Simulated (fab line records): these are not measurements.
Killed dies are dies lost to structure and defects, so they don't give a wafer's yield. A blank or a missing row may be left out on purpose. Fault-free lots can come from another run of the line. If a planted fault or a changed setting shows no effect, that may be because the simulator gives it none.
A sampling plan put to the test    flow ritCmos    each of the 26 faults these records tell of, on one fab line, judged from the records of the lots it struck
The plan is the line's own looks: the steps of the route at which a gauge or an inspection reads the wafer and doesn't change it. Where struck wafers have a number at a look and the file lists that look's usual mean and standard deviation on fault-free wafers, the look can be judged. Caught: a look later than the fault's first step finds the struck wafers' mean 4 or more of those standard deviations (sigma) from the usual mean. On the tool: the fault's steps, tested the same way using the tool's own readings. It also counts as caught if the struck wafers ran another recipe or if their record alone is blank.

## THE FAULTS, as the simulator had put them in
1. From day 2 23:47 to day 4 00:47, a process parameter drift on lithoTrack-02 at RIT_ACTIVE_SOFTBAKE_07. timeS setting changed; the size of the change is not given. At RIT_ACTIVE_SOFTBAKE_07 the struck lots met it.
2. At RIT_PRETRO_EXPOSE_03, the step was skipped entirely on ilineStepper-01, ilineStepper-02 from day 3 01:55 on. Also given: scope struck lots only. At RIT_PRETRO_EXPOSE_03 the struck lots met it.
3. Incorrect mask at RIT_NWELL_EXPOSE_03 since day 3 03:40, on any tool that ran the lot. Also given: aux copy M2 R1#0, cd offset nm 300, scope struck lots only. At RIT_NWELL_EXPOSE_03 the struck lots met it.
4. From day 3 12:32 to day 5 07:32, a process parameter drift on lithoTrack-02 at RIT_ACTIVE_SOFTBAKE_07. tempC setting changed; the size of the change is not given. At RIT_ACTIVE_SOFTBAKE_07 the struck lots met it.
5. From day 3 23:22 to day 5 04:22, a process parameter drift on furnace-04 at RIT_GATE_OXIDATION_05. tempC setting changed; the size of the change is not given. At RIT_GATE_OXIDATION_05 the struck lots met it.
6. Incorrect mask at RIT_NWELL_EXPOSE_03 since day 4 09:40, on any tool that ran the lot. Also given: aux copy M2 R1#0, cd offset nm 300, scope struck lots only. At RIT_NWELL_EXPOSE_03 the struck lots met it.
7. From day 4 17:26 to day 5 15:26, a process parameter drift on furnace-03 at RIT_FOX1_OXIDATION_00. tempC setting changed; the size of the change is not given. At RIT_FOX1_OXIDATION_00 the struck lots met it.
8. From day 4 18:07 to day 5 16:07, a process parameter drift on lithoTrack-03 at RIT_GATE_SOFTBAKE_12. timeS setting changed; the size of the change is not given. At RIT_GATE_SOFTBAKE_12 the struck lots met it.
9. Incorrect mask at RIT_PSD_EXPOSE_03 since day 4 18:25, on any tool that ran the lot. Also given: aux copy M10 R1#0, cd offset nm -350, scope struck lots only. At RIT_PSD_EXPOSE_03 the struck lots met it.
10. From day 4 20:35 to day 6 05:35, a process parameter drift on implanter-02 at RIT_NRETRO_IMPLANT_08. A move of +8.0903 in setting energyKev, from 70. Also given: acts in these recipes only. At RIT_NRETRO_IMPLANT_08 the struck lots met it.
11. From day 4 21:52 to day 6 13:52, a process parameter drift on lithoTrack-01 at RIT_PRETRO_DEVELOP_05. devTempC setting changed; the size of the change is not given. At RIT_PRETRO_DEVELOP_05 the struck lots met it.
12. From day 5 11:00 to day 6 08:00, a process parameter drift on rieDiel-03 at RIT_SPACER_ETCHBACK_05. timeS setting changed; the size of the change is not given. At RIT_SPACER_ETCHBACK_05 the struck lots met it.
13. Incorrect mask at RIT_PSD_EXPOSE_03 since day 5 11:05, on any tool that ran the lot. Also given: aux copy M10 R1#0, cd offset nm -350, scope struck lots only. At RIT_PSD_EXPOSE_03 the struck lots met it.
14. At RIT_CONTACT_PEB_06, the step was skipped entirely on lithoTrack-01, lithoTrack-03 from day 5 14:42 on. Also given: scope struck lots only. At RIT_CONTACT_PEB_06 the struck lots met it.
15. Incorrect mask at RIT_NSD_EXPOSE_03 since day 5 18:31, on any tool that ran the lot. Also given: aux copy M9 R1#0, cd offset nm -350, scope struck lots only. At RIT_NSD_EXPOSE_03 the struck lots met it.
16. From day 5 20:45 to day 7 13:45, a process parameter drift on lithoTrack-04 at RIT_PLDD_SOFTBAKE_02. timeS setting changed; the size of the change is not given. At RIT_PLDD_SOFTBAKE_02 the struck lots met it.
17. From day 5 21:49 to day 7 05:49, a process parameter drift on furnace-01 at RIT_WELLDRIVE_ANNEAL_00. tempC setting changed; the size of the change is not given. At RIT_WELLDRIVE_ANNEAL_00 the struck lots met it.
18. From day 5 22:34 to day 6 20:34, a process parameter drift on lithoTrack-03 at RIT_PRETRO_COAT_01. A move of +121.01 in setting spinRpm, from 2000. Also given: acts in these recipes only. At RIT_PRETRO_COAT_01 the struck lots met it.
19. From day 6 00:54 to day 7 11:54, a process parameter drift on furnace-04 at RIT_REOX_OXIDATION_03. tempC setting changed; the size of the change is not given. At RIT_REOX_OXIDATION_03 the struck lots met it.
20. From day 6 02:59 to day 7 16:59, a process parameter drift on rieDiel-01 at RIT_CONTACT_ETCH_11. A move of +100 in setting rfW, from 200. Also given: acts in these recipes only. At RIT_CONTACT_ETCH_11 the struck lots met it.
21. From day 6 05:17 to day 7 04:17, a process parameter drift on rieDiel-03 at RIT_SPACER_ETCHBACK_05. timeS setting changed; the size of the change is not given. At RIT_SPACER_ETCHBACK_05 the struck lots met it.
22. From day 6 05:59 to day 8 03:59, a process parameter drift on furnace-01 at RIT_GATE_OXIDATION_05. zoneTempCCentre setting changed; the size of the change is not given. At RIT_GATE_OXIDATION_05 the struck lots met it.
23. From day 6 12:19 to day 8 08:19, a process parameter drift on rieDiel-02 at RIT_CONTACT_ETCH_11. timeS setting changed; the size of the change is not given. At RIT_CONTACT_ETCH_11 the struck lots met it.
24. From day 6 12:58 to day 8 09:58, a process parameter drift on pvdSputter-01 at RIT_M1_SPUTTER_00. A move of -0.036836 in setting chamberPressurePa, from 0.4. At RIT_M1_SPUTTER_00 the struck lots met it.
25. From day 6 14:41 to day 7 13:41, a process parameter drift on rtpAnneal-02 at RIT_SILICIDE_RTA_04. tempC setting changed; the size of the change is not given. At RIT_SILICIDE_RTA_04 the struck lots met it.
26. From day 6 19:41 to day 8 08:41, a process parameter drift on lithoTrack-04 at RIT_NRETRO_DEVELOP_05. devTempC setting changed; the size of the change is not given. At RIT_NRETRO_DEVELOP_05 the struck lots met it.

## WHAT THE PLAN SAW
fault  on the tool itself                    first look that catches it                       reading, sigma                                           median hours from its first step to that look  hours from the fault's start to the first struck lot there  judged looks passed uncaught
1      runLengthS -99 or beyond sigma        none of the 2 looks that can be judged after it  -                                                        -                                              -                                                           2
2      no reading that can be judged         no look after it can be judged                   -                                                        -                                              -                                                           0
3      under 2 sigma                         no look after it can be judged                   -                                                        -                                              -                                                           0
4      heaterPowerTotalW +89 sigma           not the one look that can be judged after it     -                                                        -                                              -                                                           1
5      tubeCenterTempC +99 or beyond sigma   RIT_GATE_THK_MEAS_07                             GATE_OXIDE_THK +5.7                                      4.9                                            10                                                          0
6      no reading that can be judged         not the one look that can be judged after it     -                                                        -                                              -                                                           1
7      tubeCenterTempC +99 or beyond sigma   RIT_FOX1_THK_MEAS_01                             FOX1_OXIDE_THK +8.6                                      1.3                                            5                                                           0
8      runLengthS -42 sigma                  no look after it can be judged                   -                                                        -                                              -                                                           0
9      no reading that can be judged         not the one look that can be judged after it     -                                                        -                                              -                                                           1
10     beamEnergyKeV +99 or beyond sigma     no look after it can be judged                   -                                                        -                                              -                                                           0
11     developerTempC -6.8 sigma             none of the 2 looks that can be judged after it  -                                                        -                                              -                                                           2
12     runLengthS -74 sigma                  no look after it can be judged                   -                                                        -                                              -                                                           0
13     no reading that can be judged         no look after it can be judged                   -                                                        -                                              -                                                           0
14     no reading that can be judged         no look after it can be judged                   -                                                        -                                              -                                                           0
15     under 2 sigma                         no look after it can be judged                   -                                                        -                                              -                                                           0
16     runLengthS +75 sigma                  no look after it can be judged                   -                                                        -                                              -                                                           0
17     tubeCenterTempC -99 or beyond sigma   RIT_WELLDRIVE_RS_MEAS_01                         NWELL_RS +34                                             5.1                                            3                                                           0
18     spinSpeedRpm +86 sigma                no look after it can be judged                   -                                                        -                                              -                                                           0
19     tubeCenterTempC +99 or beyond sigma   RIT_REOX_THK_MEAS_04                             REOX_OXIDE_THK +10                                       2.5                                            1                                                           0
20     rfFwdPowerW +99 or beyond sigma       no look after it can be judged                   -                                                        -                                              -                                                           0
21     runLengthS +99 or beyond sigma        no look after it can be judged                   -                                                        -                                              -                                                           0
22     spikeTcCentreC -9.9 sigma             not the one look that can be judged after it     strongest: GATE_OXIDE_THK at RIT_GATE_THK_MEAS_07, -3.4  -                                              -                                                           1
23     runLengthS +99 or beyond sigma        not the one look that can be judged after it     -                                                        -                                              -                                                           1
24     chamberPressurePa -45 sigma           not the one look that can be judged after it     -                                                        -                                              -                                                           1
25     wafer_temp_C_max +99 or beyond sigma  no look after it can be judged                   -                                                        -                                              -                                                           0
26     developerTempC +21 sigma              no look after it can be judged                   -                                                        -                                              -                                                           0
A dash: the fault isn't caught, or these records don't give the number.

Caught at a look: 4 of 26. Caught on the tool: 19 of 26. By one or the other: 19 of 26.
Faults caught by the tool alone: 1, 4, 8, 10, 11, 12, 16, 18, 20, 21, 22, 23, 24, 25, 26.
Caught by neither: faults 2, 3, 6, 9, 13, 14, 15.

## THINNER SAMPLING
Were the look that catches a fault to measure just every second or every third lot (counted by lot number), the first struck lot would, at worst, be measured this late:
fault  struck lots at that look, in order of time  every lot  every second lot  every third lot
5      L200, L204                                  10 h       may miss all 2    may miss all 2
7      L721, L722                                  5 h        9 h               may miss all 2
17     L826, L827, L828, L829                      3 h        3 h               8 h
19     L349, L350, L352                            1 h        1 h               may miss all 3
The hour figures run from when the fault began to the first measured lot among those it struck. The limit of 4 sigma was tested on all struck wafers together, so one lot alone may lie under it. Other struck lots may not be in these records.

## THE LONGEST TIMED WAY FROM STEP TO LOOK
Fault 17: median gap of 5.1 hours between RIT_WELLDRIVE_ANNEAL_00 and RIT_WELLDRIVE_RS_MEAS_01. No look between them can be judged.
